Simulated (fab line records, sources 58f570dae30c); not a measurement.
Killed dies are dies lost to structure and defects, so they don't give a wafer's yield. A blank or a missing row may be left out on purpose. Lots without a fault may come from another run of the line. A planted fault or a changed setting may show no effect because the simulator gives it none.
fab line records | flow berkeley_cmos170
record lots=5 wafers=15 last_day=13
route steps=331 shown NWELL@14 PWELL@34
lots that met no fault: from a run of the same line without faults
start_h: hours from the record's first day to the start of the lot's first wafer shown | wait_h: hours since the lot's step before | " the same as in the row above | L1.1+2: a row that stands for several wafers | - no value, or no start given | * or withheld: withheld | < > ~ a bound
route shown NAME@n: a module of which the file shows steps, and the number in the route of the first | usual: mean/standard deviation of fault-free wafers | same: alike in all rows | chamber/n: place in a boat | sites: the reading at each site | _std_site: their standard deviation | _edge_site: outer sites' mean less inner sites' | radius_mm: how far each site lies from the wafer's centre | mask NAME#n: copy n | behind: the tool/chamber that last shaped the wafer | hold: why the lot was held/for how many hours/how that ended | device: the transistor (n, p or np) that didn't switch | end of line: the same wafers' tests at the end of the route | a step without rows: its recipe alone | killed: dies lost to structure and defects at the first sort, not the wafer's yield | map: a wafer's dies, x killed, . not, _ none there
set.NAME: the setting as run; set.NAME@STEP: as run at that earlier step | model.NAME: the simulator's own value behind a step, which no gauge read
lots at some steps of the route; a table a step, a row a wafer
services: from which hour (start_h, from the record's first day; less than 0 if before it) a tool's chamber was out of use, for how many hours, and why
## steps
# step UCB170_NWELL_WET_ETCH_00
# recipe chemistry=dHF dilution=25:1 target=SiO2 temp_c=25 time_s=200
# columns lot.wafer tool chamber start_h wait_h
L074.3+4+5 wet_bench-03 2 23.52 0.0
L077.4+5+6 wet_bench-03 2 34.55 1.2
L079.1+3+6 wet_bench-03 0 49.76 3.5
L085.1+4+6 wet_bench-02 3 76.02 0.4
L096.1+5+6 wet_bench-03 2 134.46 0.1
# step UCB170_NWELL_OXIDATION_01
# recipe temp_c=1000 ambient=O2 target_thk_a=264 ox_time_s=1260
# columns lot.wafer tool chamber start_h wait_h
L074.3+4+5 furnace-01 0 28.73 5.1
L077.4+5+6 furnace-01 0 38.68 4.1
L079.1+3+6 furnace-01 0 52.31 2.5
L085.1+4+6 furnace-01 0 76.61 0.5
L096.1+5+6 furnace-01 0 138.78 4.2
# step UCB170_NWELL_THK_MEAS_02
# recipe reads=SiO2_of_NWELL_OXIDATION_01
# usual NWELL_OXIDE_THK=26.3/0.43
# columns lot.wafer tool chamber start_h wait_h NWELL_OXIDE_THK[nm]
L074.3 film_metro-04 - 30.10 0.0 26.4
L074.4 " - " " 26.2
L074.5 " - " " 26.0
L077.4 film_metro-01 - 40.06 0.0 25.9
L077.5 " - " " 25.9
L077.6 " - " " 25.8
L079.1 film_metro-04 - 53.66 0.0 26.6
L079.3 " - " " 26.2
L079.6 " - " " 26.8
L085.1 film_metro-01 - 78.01 0.0 26.3
L085.4 " - " " 27.0
L085.6 " - " " 26.8
L096.1 film_metro-03 - 140.13 0.0 26.9
L096.5 " - " " 26.3
L096.6 " - " " 26.5
# step UCB170_NWELL_ANNEAL_03
# recipe temp_c=1000 time_s=900 ambient=N2
# columns lot.wafer tool chamber start_h wait_h
L074.3+4+5 furnace-02 0 35.69 5.6
L077.4+5+6 furnace-04 0 40.60 0.5
L079.1+3+6 furnace-04 0 56.05 2.4
L085.1+4+6 furnace-01 0 82.14 4.1
L096.1+5+6 furnace-04 0 145.87 5.7
# step UCB170_NWELL_CVD_04
# recipe material=Si3N4 target_thk_nm=224 temp_c=800 precursor=SiH2Cl2/NH3 time_s=3360 pressure_mtorr=200 sih2cl2_flow_sccm=25 nh3_flow_sccm=75
# columns lot.wafer tool chamber start_h wait_h
L074.3+4+5 lpcvd-02 0 36.94 0.0
L077.4+5+6 lpcvd-02 0 41.85 0.0
L079.1+3+6 lpcvd-01 1 57.30 0.0
L085.1+4+6 lpcvd-02 0 83.39 0.0
L096.1+5+6 lpcvd-02 0 147.12 0.0
# step UCB170_NWELL_THK_MEAS_05
# recipe reads=Si3N4_of_NWELL_CVD_04
# usual NWELL_NITRIDE_THK=223.6/1.8
# columns lot.wafer tool chamber start_h wait_h NWELL_NITRIDE_THK[nm]
L074.3 film_metro-01 - 38.89 0.0 224.3
L074.4 " - " " 224.3
L074.5 " - " " 225.5
L077.4 film_metro-04 - 43.81 0.0 227.7
L077.5 " - " " 225.6
L077.6 " - " " 229.6
L079.1 film_metro-01 - 59.23 0.0 224.1
L079.3 " - " " 223.0
L079.6 " - " " 224.1
L085.1 film_metro-04 - 85.39 0.1 220.4
L085.4 " - " " 222.5
L085.6 " - " " 220.6
L096.1 film_metro-03 - 149.06 0.0 223.9
L096.5 " - " " 225.1
L096.6 " - " " 223.4
# step UCB170_NWELL_HMDS_06
# recipe prime_time_s=60 prime_temp_c=100
# usual prime_temp_c=100.00/0.13
# columns lot.wafer tool chamber start_h wait_h prime_temp_c
L074.3 litho_track-04 0 38.98 0.1 99.83
L074.4 " 0 " " 99.90
L074.5 " 0 " " 99.91
L077.4 litho_track-01 0 44.03 0.2 99.94
L077.5 " 0 " " 99.95
L077.6 " 0 " " 99.82
L079.1 litho_track-01 0 59.29 0.1 100.19
L079.3 " 0 " " 100.06
L079.6 " 0 " " 100.00
L085.1 litho_track-01 0 86.07 0.7 99.87
L085.4 " 0 " " 100.08
L085.6 " 0 " " 99.80
L096.1 litho_track-01 0 149.12 0.1 99.86
L096.5 " 0 " " 99.98
L096.6 " 0 " " 100.14
# step UCB170_NWELL_COAT_07
# recipe resist=KrF spin_rpm=1500 resist_thk_nm=900
# columns lot.wafer tool chamber start_h wait_h
L074.3+4+5 litho_track-04 0 39.13 0.1
L077.4+5+6 litho_track-01 0 44.18 0.1
L079.1+3+6 litho_track-01 0 59.44 0.1
L085.1+4+6 litho_track-01 0 86.22 0.1
L096.1+5+6 litho_track-01 0 149.27 0.1
# step UCB170_NWELL_SOFTBAKE_08
# recipe resist=KrF temp_c=130 time_s=60
# columns lot.wafer tool chamber start_h wait_h
L074.3+4+5 litho_track-04 0 39.28 0.1
L077.4+5+6 litho_track-01 0 44.33 0.1
L079.1+3+6 litho_track-01 0 59.59 0.1
L085.1+4+6 litho_track-01 0 86.37 0.1
L096.1+5+6 litho_track-01 0 149.42 0.1
# step UCB170_NWELL_EXPOSE_09
# recipe mask_id=NWELL target_cd_nm=3000 na=0.5 sigma_outer=0.6 source_shape=conventional dose_mj=25
# columns lot.wafer tool chamber start_h wait_h mask
L074.3+4+5 krf_scanner-01 0 39.54 0.2 NWELL#0
L077.4+5+6 krf_scanner-02 0 44.46 0.1 NWELL#0
L079.1+3+6 krf_scanner-01 0 59.86 0.2 NWELL#0
L085.1+4+6 krf_scanner-02 0 86.64 0.2 NWELL#0
L096.1+5+6 krf_scanner-02 0 149.88 0.4 NWELL#0
# step UCB170_NWELL_PEB_10
# recipe peb_temp_c=130 peb_time_s=withheld resist=KrF
# columns lot.wafer tool chamber start_h wait_h
L074.3+4+5 litho_track-04 0 39.67 0.1
L077.4+5+6 litho_track-01 0 44.93 0.4
L079.1+3+6 litho_track-04 0 60.42 0.5
L085.1+4+6 litho_track-04 0 87.25 0.6
L096.1+5+6 litho_track-04 0 149.99 0.1
# step UCB170_NWELL_DEVELOP_11
# recipe developer=TMAH develop_time_s=45 resist=KrF dev_temp_c=21
# columns lot.wafer tool chamber start_h wait_h
L074.3+4+5 litho_track-04 0 - -
L077.4+5+6 litho_track-01 0 - -
L079.1+3+6 litho_track-04 0 - -
L085.1+4+6 litho_track-04 0 - -
L096.1+5+6 litho_track-04 0 - -
# step UCB170_NWELL_OVL_MEAS_12
# usual NWELL_OVL=-2/6.9
# columns lot.wafer tool chamber start_h wait_h NWELL_OVL[nm]
L074.3 overlay-01 - 39.91 - -12
L074.4 " - " " -12
L074.5 " - " " -8
L077.4 overlay-01 - 45.14 - 8
L077.5 " - " " 10
L077.6 " - " " 3
L079.1 overlay-01 - 60.70 - 1
L079.3 " - " " -13
L079.6 " - " " -5
L085.1 overlay-02 - 87.52 - 4
L085.4 " - " " -4
L085.6 " - " " -2
L096.1 overlay-01 - 150.27 - 3
L096.5 " - " " 4
L096.6 " - " " 6
# step UCB170_NWELL_ETCH_13
# recipe chemistry=CH3F/Ar/O2 target=Si3N4 stop_on=SiO2 CH3F_flow_sccm=20 Ar_flow_sccm=50 O2_flow_sccm=7 pressure_mtorr=50 rf_w=450 target_depth_a=2464 over_etch_frac=0.1 time_s=154
# usual CH3F_flow_sccm=20.00/0.055 drypump_motor_current_A=5.6/0.55 oes_product_au=0.944/0.012 throttle_valve_pct=8.04/0.12
# columns lot.wafer tool chamber start_h wait_h CH3F_flow_sccm drypump_motor_current_A oes_product_au rf_hours_counter_h throttle_valve_pct
L074.3 rie_diel-04 0 39.93 0.0 19.95 5.7 0.933 4 7.85
L074.4 " 2 " " 20.05 5.9 0.962 - 7.88
L074.5 " 1 " " 20.05 5.0 0.946 - 7.80
L077.4 rie_diel-02 3 45.16 0.0 19.97 5.7 0.970 162 8.10
L077.5 " 2 " " 20.02 5.1 0.946 - 8.14
L077.6 " 3 " " 19.98 5.8 0.967 - 8.11
L079.1 rie_diel-02 3 60.73 0.0 20.00 5.8 0.960 163 8.11
L079.3 " 1 " " 20.07 5.0 0.939 56 8.01
L079.6 " 1 " " 19.99 5.0 0.944 - 8.02
L085.1 rie_diel-02 3 87.56 0.0 19.98 5.8 0.947 164 8.08
L085.4 " 2 " " 20.05 5.2 0.932 12 8.14
L085.6 " 1 " " 19.96 5.0 0.938 - 8.00
L096.1 rie_diel-04 1 150.31 0.0 19.99 5.0 0.933 34 7.81
L096.5 " 2 " " 20.02 5.9 0.968 - 7.88
L096.6 " 1 " " 19.97 5.0 0.926 - 7.81
# step UCB170_NWELL_IMPLANT_14
# recipe species=P dose_cm2=1e+13 energy_kev=150 tilt_deg=7
# usual beam_energy_keV=150.00/0.05 dose_ions_cm2=1e+13/1.1e+10
# columns lot.wafer tool chamber start_h wait_h beam_energy_keV dose_ions_cm2
L074.3 implanter-02 0 40.08 0.1 150.12 9.989e+12
L074.4 " 0 " " 150.00 9.992e+12
L074.5 " 0 " " 149.91 9.985e+12
L077.4 implanter-03 0 45.34 0.1 149.92 9.998e+12
L077.5 " 0 " " 149.96 1.0005e+13
L077.6 " 0 " " 150.01 1.0007e+13
L079.1 implanter-04 0 60.83 0.1 150.00 9.998e+12
L079.3 " 0 " " 149.99 1.0003e+13
L079.6 " 0 " " 149.99 1.0008e+13
L085.1 implanter-03 0 87.66 0.1 149.91 9.991e+12
L085.4 " 0 " " 149.95 1.0003e+13
L085.6 " 0 " " 149.94 1.0002e+13
L096.1 implanter-03 0 150.41 0.1 149.96 9.983e+12
L096.5 " 0 " " 150.01 1.0006e+13
L096.6 " 0 " " 150.01 9.971e+12
# step UCB170_NWELL_STRIP_15
# recipe chemistry=O2 power_w=400 pressure_mtorr=3500 platen_temp_c=withheld o2_flow_sccm=400 overash_fraction=0.5
# usual drypump_motor_current_A=6.0/0.48 oes_product_au=0.721/0.0045 strip_time_to_endpoint_s=18.06/0.088
# columns lot.wafer tool chamber start_h wait_h drypump_motor_current_A oes_product_au rf_hours_counter_h strip_time_to_endpoint_s
L074.3 plasma_asher-02 1 40.22 0.1 6.1 0.722 - 18.00
L074.4 " 0 " " 6.7 0.717 - 17.98
L074.5 " 1 " " 6.1 0.719 - 18.10
L077.4 plasma_asher-01 1 45.45 0.1 5.2 0.713 - 18.00
L077.5 " 0 " " 5.7 0.721 - 18.24
L077.6 " 1 " " 5.2 0.715 - 18.02
L079.1 plasma_asher-02 0 60.98 0.1 6.7 0.721 32 18.06
L079.3 " 0 " " 6.7 0.726 - 18.11
L079.6 " 1 " " 6.1 0.727 - 18.13
L085.1 plasma_asher-03 1 87.81 0.1 6.1 0.714 38 17.92
L085.4 " 1 " " 6.1 0.718 - 18.09
L085.6 " 1 " " 6.2 0.722 - 18.07
L096.1 plasma_asher-03 0 150.56 0.1 5.9 0.714 4 18.04
L096.5 " 0 " " 5.8 0.711 - 17.95
L096.6 " 1 " " 6.2 0.722 - 18.09
# step UCB170_NWELL_TW_MEAS_16
# usual NWELL_TW=1257/17
# columns lot.wafer tool chamber start_h wait_h NWELL_TW
L074.3 film_metro-04 - 40.30 0.1 1268
L074.4 " - " " 1265
L074.5 " - " " 1269
L077.4 film_metro-01 - 45.54 0.1 1236
L077.5 " - " " 1239
L077.6 " - " " 1239
L079.1 film_metro-04 - 61.08 0.1 1280
L079.3 " - " " 1270
L079.6 " - " " 1274
L085.1 film_metro-01 - 87.91 0.1 1235
L085.4 " - " " 1236
L085.6 " - " " 1226
L096.1 film_metro-04 - 150.66 0.1 1263
L096.5 " - " " 1261
L096.6 " - " " 1263
# step UCB170_NWELL_CLEAN_17
# recipe chemistry=SPM temp_c=120 time_s=600
# columns lot.wafer tool chamber start_h wait_h
L074.3+4+5 wet_bench-02 3 40.34 0.0
L077.4+5+6 wet_bench-02 0 45.57 0.0
L079.1+3+6 wet_bench-02 0 61.14 0.1
L085.1+4+6 wet_bench-01 0 87.97 0.1
L096.1+5+6 wet_bench-01 2 150.72 0.1
# step UCB170_NWELL_WET_ETCH_18
# recipe chemistry=H3PO4 target=Si3N4 temp_c=160 time_s=14400
# columns lot.wafer tool chamber start_h wait_h
L074.3+4+5 wet_bench-02 2 40.52 0.0
L077.4+5+6 wet_bench-03 2 45.75 0.0
L079.1+3+6 wet_bench-03 0 61.34 0.0
L085.1+4+6 wet_bench-03 1 88.15 0.0
L096.1+5+6 wet_bench-01 2 150.96 0.1
# step UCB170_NWELL_WET_ETCH_19
# recipe chemistry=BOE dilution=5:1 target=SiO2 temp_c=25 time_s=22
# columns lot.wafer tool chamber start_h wait_h
L074.3+4+5 wet_bench-01 0 44.53 0.0
L077.4+5+6 wet_bench-02 1 50.09 0.3
L079.1+3+6 wet_bench-01 2 65.34 0.0
L085.1+4+6 wet_bench-03 1 92.33 0.2
L096.1+5+6 wet_bench-01 1 155.14 0.2
# step UCB170_PWELL_CLEAN_00
# recipe chemistry=SPM temp_c=120 time_s=600
# columns lot.wafer tool chamber start_h wait_h
L074.3+4+5 wet_bench-03 2 44.54 0.0
L077.4+5+6 wet_bench-03 2 50.17 0.1
L079.1+3+6 wet_bench-03 0 65.36 0.0
L085.1+4+6 wet_bench-03 1 92.37 0.0
L096.1+5+6 wet_bench-01 0 155.15 0.0
# step UCB170_PWELL_CLEAN_01
# recipe chemistry=dHF dilution=25:1 time_s=60
# columns lot.wafer tool chamber start_h wait_h
L074.3+4+5 wet_bench-02 1 44.72 0.0
L077.4+5+6 wet_bench-02 2 50.35 0.0
L079.1+3+6 wet_bench-03 2 65.71 0.0
L085.1+4+6 wet_bench-03 2 92.72 0.2
L096.1+5+6 wet_bench-01 2 155.33 0.0
# step UCB170_PWELL_OXIDATION_02
# recipe temp_c=1000 ambient=O2 target_thk_a=264 ox_time_s=1260
# columns lot.wafer tool chamber start_h wait_h
L074.3+4+5 furnace-04 0 49.10 4.4
L077.4+5+6 furnace-02 0 55.02 4.6
L079.1+3+6 furnace-02 0 71.70 5.9
L085.1+4+6 furnace-01 0 94.94 2.2
L096.1+5+6 furnace-02 0 160.66 5.3
# step UCB170_PWELL_THK_MEAS_03
# recipe reads=SiO2_of_PWELL_OXIDATION_02
# usual PWELL_OXIDE_THK=26.1/0.49
# columns lot.wafer tool chamber start_h wait_h PWELL_OXIDE_THK[nm]
L074.3 film_metro-02 - 50.47 0.0 26.6
L074.4 " - " " 26.4
L074.5 " - " " 26.6
L077.4 film_metro-02 - 56.46 0.1 25.6
L077.5 " - " " 25.8
L077.6 " - " " 25.9
L079.1 film_metro-03 - 73.05 0.0 26.2
L079.3 " - " " 25.8
L079.6 " - " " 25.7
L085.1 film_metro-02 - 96.29 0.0 26.1
L085.4 " - " " 25.8
L085.6 " - " " 26.0
L096.1 film_metro-04 - 162.01 0.0 25.8
L096.5 " - " " 25.7
L096.6 " - " " 25.7
# step UCB170_PWELL_ANNEAL_04
# recipe temp_c=1000 time_s=900 ambient=N2
# columns lot.wafer tool chamber start_h wait_h
L074.3+4+5 furnace-01 0 55.33 4.9
L077.4+5+6 furnace-04 0 60.46 4.0
L079.1+3+6 furnace-02 0 77.39 4.3
L085.1+4+6 furnace-04 0 100.72 4.4
L096.1+5+6 furnace-01 0 167.08 5.1
# step UCB170_PWELL_CVD_05
# recipe material=Si3N4 target_thk_nm=220 temp_c=800 precursor=SiH2Cl2/NH3 time_s=3300 pressure_mtorr=200 sih2cl2_flow_sccm=25 nh3_flow_sccm=75
# columns lot.wafer tool chamber start_h wait_h
L074.3+4+5 lpcvd-02 1 56.58 0.0
L077.4+5+6 lpcvd-01 1 63.43 1.7
L079.1+3+6 lpcvd-01 0 78.64 0.0
L085.1+4+6 lpcvd-01 0 101.97 0.0
L096.1+5+6 lpcvd-01 1 168.33 0.0
# step UCB170_PWELL_THK_MEAS_06
# recipe reads=Si3N4_of_PWELL_CVD_05
# usual PWELL_NITRIDE_THK=220.2/2.1
# columns lot.wafer tool chamber start_h wait_h PWELL_NITRIDE_THK[nm]
L074.3 film_metro-04 - 58.51 0.0 217.5
L074.4 " - " " 218.4
L074.5 " - " " 219.0
L077.4 film_metro-02 - 65.38 0.0 224.8
L077.5 " - " " 225.1
L077.6 " - " " 224.6
L079.1 film_metro-04 - 80.55 0.0 222.6
L079.3 " - " " 220.4
L079.6 " - " " 220.6
L085.1 film_metro-04 - 103.89 0.0 220.4
L085.4 " - " " 222.3
L085.6 " - " " 220.3
L096.1 film_metro-02 - 170.24 0.0 218.7
L096.5 " - " " 219.7
L096.6 " - " " 219.9
# step UCB170_PWELL_HMDS_07
# recipe prime_time_s=60 prime_temp_c=100
# usual prime_temp_c=100.01/0.13
# columns lot.wafer tool chamber start_h wait_h prime_temp_c
L074.3 litho_track-03 0 58.60 0.1 100.01
L074.4 " 0 " " 99.88
L074.5 " 0 " " 100.08
L077.4 litho_track-04 0 65.98 0.6 100.02
L077.5 " 0 " " 100.05
L077.6 " 0 " " 99.91
L079.1 litho_track-03 0 80.61 0.1 99.86
L079.3 " 0 " " 99.89
L079.6 " 0 " " 100.02
L085.1 litho_track-03 0 104.28 0.4 100.09
L085.4 " 0 " " 99.90
L085.6 " 0 " " 99.98
L096.1 litho_track-04 0 170.30 0.1 100.17
L096.5 " 0 " " 100.09
L096.6 " 0 " " 100.16
# step UCB170_PWELL_COAT_08
# recipe resist=KrF spin_rpm=1500 resist_thk_nm=900
# columns lot.wafer tool chamber start_h wait_h
L074.3+4+5 litho_track-03 0 58.75 0.1
L077.4+5+6 litho_track-04 0 66.13 0.1
L079.1+3+6 litho_track-03 0 80.76 0.1
L085.1+4+6 litho_track-03 0 104.43 0.1
L096.1+5+6 litho_track-04 0 170.45 0.1
# step UCB170_PWELL_SOFTBAKE_09
# recipe resist=KrF temp_c=130 time_s=60
# columns lot.wafer tool chamber start_h wait_h
L074.3+4+5 litho_track-03 0 58.90 0.1
L077.4+5+6 litho_track-04 0 66.28 0.1
L079.1+3+6 litho_track-03 0 80.91 0.1
L085.1+4+6 litho_track-03 0 104.58 0.1
L096.1+5+6 litho_track-04 0 170.60 0.1
# step UCB170_PWELL_EXPOSE_10
# recipe mask_id=PWELL target_cd_nm=3000 na=0.5 sigma_outer=0.6 source_shape=conventional dose_mj=19
# columns lot.wafer tool chamber start_h wait_h mask
L074.3+4+5 krf_scanner-01 0 59.17 0.2 PWELL#0
L077.4+5+6 krf_scanner-01 0 66.60 0.3 PWELL#0
L079.1+3+6 krf_scanner-01 0 81.19 0.2 PWELL#0
L085.1+4+6 krf_scanner-02 0 105.09 0.5 PWELL#0
L096.1+5+6 krf_scanner-01 0 170.88 0.2 PWELL#0
# step UCB170_PWELL_PEB_11
# recipe peb_temp_c=130 peb_time_s=withheld resist=KrF
# columns lot.wafer tool chamber start_h wait_h
L074.3+4+5 litho_track-04 0 59.30 0.1
L077.4+5+6 litho_track-04 0 67.15 0.5
L079.1+3+6 litho_track-02 0 81.46 0.3
L085.1+4+6 litho_track-02 0 105.90 0.8
L096.1+5+6 litho_track-03 0 171.24 0.3
## services
# columns tool chamber start_h hours kind
furnace-01 - 3.15 2.2 repair
furnace-01 - 6.68 3.6 pm
krf_scanner-02 - 10.03 1.0 pm
plasma_asher-03 - 15.71 12.1 repair
implanter-03 - 17.78 2.7 repair
plasma_asher-02 - 18.65 6.5 repair
krf_scanner-01 - 22.35 1.0 pm
rie_diel-04 3 32.49 14.6 repair
rie_diel-02 2 48.26 2.4 repair
krf_scanner-01 - 51.35 0.6 repair
furnace-04 - 67.31 5.6 pm
rie_diel-02 0 70.35 7.7 repair
krf_scanner-02 - 75.32 0.8 pm
plasma_asher-03 - 92.30 6.0 repair
wet_bench-02 - 96.19 5.0 repair
plasma_asher-03 - 96.48 5.0 repair
lpcvd-01 - 103.89 6.0 pm
implanter-03 - 107.73 5.1 pm
implanter-03 - 117.86 1.8 pm
krf_scanner-02 - 122.84 1.3 pm
krf_scanner-01 - 129.65 0.8 pm
krf_scanner-01 - 147.38 11.6 pm
krf_scanner-02 - 148.66 0.3 repair
krf_scanner-01 - 158.93 1.3 pm
## key
fault none
